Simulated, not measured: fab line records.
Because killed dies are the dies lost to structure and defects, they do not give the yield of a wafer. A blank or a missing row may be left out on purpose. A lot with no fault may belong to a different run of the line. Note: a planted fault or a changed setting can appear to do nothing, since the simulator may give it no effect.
Split-lot trial ; flow rit-cmos ; 23 wafers read from 5 lots, route of 202 steps

## SPLIT DETAILS
At RIT_SILICIDE_SPUTTER_01 (material Ti, target thk 30 nm, time 240 s), the setting time-s was moved away from the recipe's 240 s on 8 of the 23 wafers read, by +5.1% to +12.5%. For the rest of the wafers, this setting stayed at what the recipe calls for.

## FROM SPLIT TO READING: 1 step shown by the file between the two
- RIT_SILICIDE_RS_MEAS_02: measures by four-point-probe

## THE READING
SILICIDE_TI_THK, in nm, at RIT_SILICIDE_THK_MEAS_03 (measures by xrf). A value of 30.1 nm with a standard deviation of 0.32 nm is what fault-free wafers of this fab line usually give.

wafer;tool, chamber at the split;time-s as run, s;against the recipe;SILICIDE_TI_THK, nm;against lot-mates on the recipe
L074.1;pvd-sputter-03, -;240;recipe;30.0;-
L074.2;pvd-sputter-03, -;240;recipe;29.9;-
L074.3;pvd-sputter-03, -;269.9;+12.5%;33.4;+3.6
L074.5;pvd-sputter-03, -;240;recipe;29.6;-
L074.6;pvd-sputter-03, -;269.9;+12.5%;33.6;+3.8
L076.1;pvd-sputter-03, -;240;recipe;29.9;-
L076.2;pvd-sputter-03, -;240;recipe;30.0;-
L076.6;pvd-sputter-03, -;240;recipe;30.3;-
L079.1;pvd-sputter-02, -;240;recipe;30.2;-
L079.2;pvd-sputter-02, -;240;recipe;30.3;-
L079.3;pvd-sputter-02, -;240;recipe;30.2;-
L079.4;pvd-sputter-02, -;240;recipe;30.0;-
L079.6;pvd-sputter-02, -;240;recipe;30.4;-
L080.2;pvd-sputter-03, -;266.4;+11.0%;33.1;+3.3
L080.3;pvd-sputter-03, -;266.4;+11.0%;33.1;+3.3
L080.4;pvd-sputter-03, -;266.4;+11.0%;33.2;+3.4
L080.5;pvd-sputter-03, -;240;recipe;30.0;-
L080.6;pvd-sputter-03, -;240;recipe;29.6;-
L083.1;pvd-sputter-02, -;240;recipe;30.5;-
L083.2;pvd-sputter-02, -;240;recipe;30.2;-
L083.3;pvd-sputter-02, -;252.3;+5.1%;31.8;+1.4
L083.4;pvd-sputter-02, -;252.3;+5.1%;31.6;+1.2
L083.6;pvd-sputter-02, -;252.3;+5.1%;31.9;+1.5

FIT RESULTS
A straight line over all 23 wafers: SILICIDE_TI_THK changes by +0.28 nm for each +1% of time-s; r = +0.99; the points scatter about the line by 0.24 nm.
The same after taking each lot's own level away (the mean of its wafers on the recipe; 23 wafers): +0.298 nm for each +1%; r = +0.99; scatter 0.16 nm.
The reading moves by 3.7 nm for the largest change in time-s, on that fit.
From 29.80 to 30.35 nm: that is the span of the lots' own levels, equal to 1.7 times the standard deviation above.
So the lot-to-lot level changes the slope little: the two slopes agree.
Check: +3.73 nm against its lot-mates is what the line predicts for one of the wafers moved furthest among these (+12.5%) when that wafer is left out of the fit. Against them it came out at +3.57 nm.

## FURTHER SPLITS ON THESE WAFERS
Before the reading, these wafers also passed through other splits. Each is held against what the fit with the lots' levels taken away leaves over:
other split on the same wafers;wafers away from the commonest value;r with SILICIDE_TI_THK (lot level and that fit taken away)
RIT_NLDD_IMPLANT_08 dose-cm2;7;+0.10
RIT_PLDD_IMPLANT_08 dose-cm2;11;+0.03
RIT_PSD_DEVELOP_05 dev-temp-c;9;+0.01

## THE WHOLE CHAIN: every reading that the file lists as answering this split, in the file's order
step;what it does;reading;change (the file's fit);r (the file's)
RIT_SILICIDE_SPUTTER_01;material Ti, target thk 30 nm, time 240 s;Ti_of_SILICIDE_SPUTTER_01.thk-nm (the simulator's own value, which no gauge read);+0.296 nm for each +1% of the setting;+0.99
RIT_SILICIDE_RS_MEAS_02;measures by four-point-probe;SILICIDE_TI_RS;-0.534 for each +1% of the setting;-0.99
RIT_SILICIDE_THK_MEAS_03;measures by xrf;SILICIDE_TI_THK;+0.295 for each +1% of the setting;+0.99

## THE FILE'S OWN FIT
SILICIDE_TI_THK changes by +0.295 nm for each +1% of time-s, r = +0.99.
